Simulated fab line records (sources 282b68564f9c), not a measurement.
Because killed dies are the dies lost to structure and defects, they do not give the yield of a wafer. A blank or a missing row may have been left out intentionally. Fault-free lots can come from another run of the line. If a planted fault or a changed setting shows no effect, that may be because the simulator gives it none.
Commonality check across tools :: flow rit cmos :: Sample size 15 lots and 54 wafers

## WHY THIS WAS OPENED
RIT_ACTIVE_THK_MEAS_02, reading ACTIVE_OXIDE_THK: flagged on 3 of 15 lots. No-fault wafers: 47.2 nm, standard deviation 0.84.
Rule: a lot is flagged in two cases, either no wafer of it has a number, or all its wafers with numbers fall more than 4 standard deviations from that mean. The rest of the lots are taken to be sound.

lot: L713
measured: day 1 12:53
on: film metro-02
ACTIVE_OXIDE_THK (nm), wafer by wafer: 47.0 46.5 48.0
flag: 

lot: L714
measured: day 1 18:25
on: film metro-04
ACTIVE_OXIDE_THK (nm), wafer by wafer: 47.1 47.4 47.4
flag: 

lot: L716
measured: day 2 03:04
on: film metro-03
ACTIVE_OXIDE_THK (nm), wafer by wafer: 48.4 47.6 48.4
flag: 

lot: L719
measured: day 2 18:05
on: film metro-02
ACTIVE_OXIDE_THK (nm), wafer by wafer: 48.6 48.1 48.1
flag: 

lot: L720
measured: day 2 23:03
on: film metro-03
ACTIVE_OXIDE_THK (nm), wafer by wafer: 46.7 47.4 47.5
flag: 

lot: L721
measured: day 3 04:03
on: film metro-02
ACTIVE_OXIDE_THK (nm), wafer by wafer: 48.2 48.2 47.6
flag: 

lot: L722
measured: day 3 09:25
on: film metro-03
ACTIVE_OXIDE_THK (nm), wafer by wafer: 49.2 48.4 48.9
flag: 

lot: L723
measured: day 3 14:03
on: film metro-03
ACTIVE_OXIDE_THK (nm), wafer by wafer: 46.3 46.0 46.1
flag: 

lot: L724
measured: day 3 19:03
on: film metro-02
ACTIVE_OXIDE_THK (nm), wafer by wafer: 47.3 48.0 46.7
flag: 

lot: L725
measured: day 4 00:04
on: film metro-04
ACTIVE_OXIDE_THK (nm), wafer by wafer: 41.3 41.0 41.5 41.3 41.0 41.5
flag: FLAGGED

lot: L726
measured: day 4 05:03
on: film metro-04
ACTIVE_OXIDE_THK (nm), wafer by wafer: 42.0 40.7 41.4 42.1 40.8 41.4
flag: FLAGGED

lot: L729
measured: day 4 20:04
on: film metro-02
ACTIVE_OXIDE_THK (nm), wafer by wafer: 40.8 40.8 41.1 40.7 40.7 41.1
flag: FLAGGED

lot: L733
measured: day 5 16:03
on: film metro-04
ACTIVE_OXIDE_THK (nm), wafer by wafer: 46.6 46.2 46.6
flag: 

lot: L734
measured: day 5 21:03
on: film metro-03
ACTIVE_OXIDE_THK (nm), wafer by wafer: 48.5 48.0 46.8
flag: 

lot: L736
measured: day 6 07:03
on: film metro-02
ACTIVE_OXIDE_THK (nm), wafer by wafer: 45.8 45.7 46.0
flag: 
Average over the flagged lots: 41.2 nm; offset from the usual -6.0 nm, equal to -7 standard deviations.

## EACH LOT AND THE TOOL IT RAN ON
The record holds 1 process step before the reading, out of a route of 202 steps. Each cell gives the tool, then ch followed by the chambers the sampled wafers passed through, then the start.
lot: L713
flag: 
RIT_ACTIVE_OXIDATION_01: furnace-02 ch 0, day 1 10:56

lot: L714
flag: 
RIT_ACTIVE_OXIDATION_01: furnace-01 ch 0, day 1 16:29

lot: L716
flag: 
RIT_ACTIVE_OXIDATION_01: furnace-02 ch 0, day 2 01:07

lot: L719
flag: 
RIT_ACTIVE_OXIDATION_01: furnace-04 ch 0, day 2 16:09

lot: L720
flag: 
RIT_ACTIVE_OXIDATION_01: furnace-02 ch 0, day 2 21:07

lot: L721
flag: 
RIT_ACTIVE_OXIDATION_01: furnace-04 ch 0, day 3 02:07

lot: L722
flag: 
RIT_ACTIVE_OXIDATION_01: furnace-01 ch 0, day 3 07:29

lot: L723
flag: 
RIT_ACTIVE_OXIDATION_01: furnace-04 ch 0, day 3 12:07

lot: L724
flag: 
RIT_ACTIVE_OXIDATION_01: furnace-04 ch 0, day 3 17:07

lot: L725
flag: FLAGGED
RIT_ACTIVE_OXIDATION_01: furnace-04 ch 0, day 3 22:07

lot: L726
flag: FLAGGED
RIT_ACTIVE_OXIDATION_01: furnace-04 ch 0, day 4 03:07

lot: L729
flag: FLAGGED
RIT_ACTIVE_OXIDATION_01: furnace-04 ch 0, day 4 18:07

lot: L733
flag: 
RIT_ACTIVE_OXIDATION_01: furnace-01 ch 0, day 5 14:07

lot: L734
flag: 
RIT_ACTIVE_OXIDATION_01: furnace-01 ch 0, day 5 19:07

lot: L736
flag: 
RIT_ACTIVE_OXIDATION_01: furnace-01 ch 0, day 6 05:07
These steps, and what they do:
- RIT_ACTIVE_OXIDATION_01: target thk 46.8 nm, ox time 3360 s.
- RIT_ACTIVE_THK_MEAS_02

## FLAGGED AGAINST TOTAL, ONE TOOL AT A TIME (gauges that did the reading follow at the end)
step: RIT_ACTIVE_OXIDATION_01
tool: furnace-01
lots run: 5
flagged: 0
share of the flagged lots: none
sound lots run after its first flagged lot: -

step: RIT_ACTIVE_OXIDATION_01
tool: furnace-02
lots run: 3
flagged: 0
share of the flagged lots: none
sound lots run after its first flagged lot: -

step: RIT_ACTIVE_OXIDATION_01
tool: furnace-04
lots run: 7
flagged: 3
share of the flagged lots: all
sound lots run after its first flagged lot: 0

step: RIT_ACTIVE_THK_MEAS_02
tool: film metro-02
lots run: 6
flagged: 1
share of the flagged lots: some
sound lots run after its first flagged lot: 1 (L736)

step: RIT_ACTIVE_THK_MEAS_02
tool: film metro-03
lots run: 5
flagged: 0
share of the flagged lots: none
sound lots run after its first flagged lot: -

step: RIT_ACTIVE_THK_MEAS_02
tool: film metro-04
lots run: 4
flagged: 2
share of the flagged lots: some
sound lots run after its first flagged lot: 1 (L733)

## WHAT IS ALLOWED BY THE TABLE
All flagged lots share 1 row of the table, namely furnace-04 at RIT_ACTIVE_OXIDATION_01.
- furnace-04 at RIT_ACTIVE_OXIDATION_01: 3 of its 7 lots flagged. Its last sound lot is L724 (day 3 17:07), its first flagged lot L725 (day 3 22:07): a fault that began between those two fits.
Just one tool remains: furnace-04 at RIT_ACTIVE_OXIDATION_01.

## WHAT HAD BEEN PUT IN BY THE SIMULATOR
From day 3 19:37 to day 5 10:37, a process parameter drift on furnace-04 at RIT_ACTIVE_OXIDATION_01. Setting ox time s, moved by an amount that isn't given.
Lots struck among those shown: L725, L726, L729. The rule above found the same.
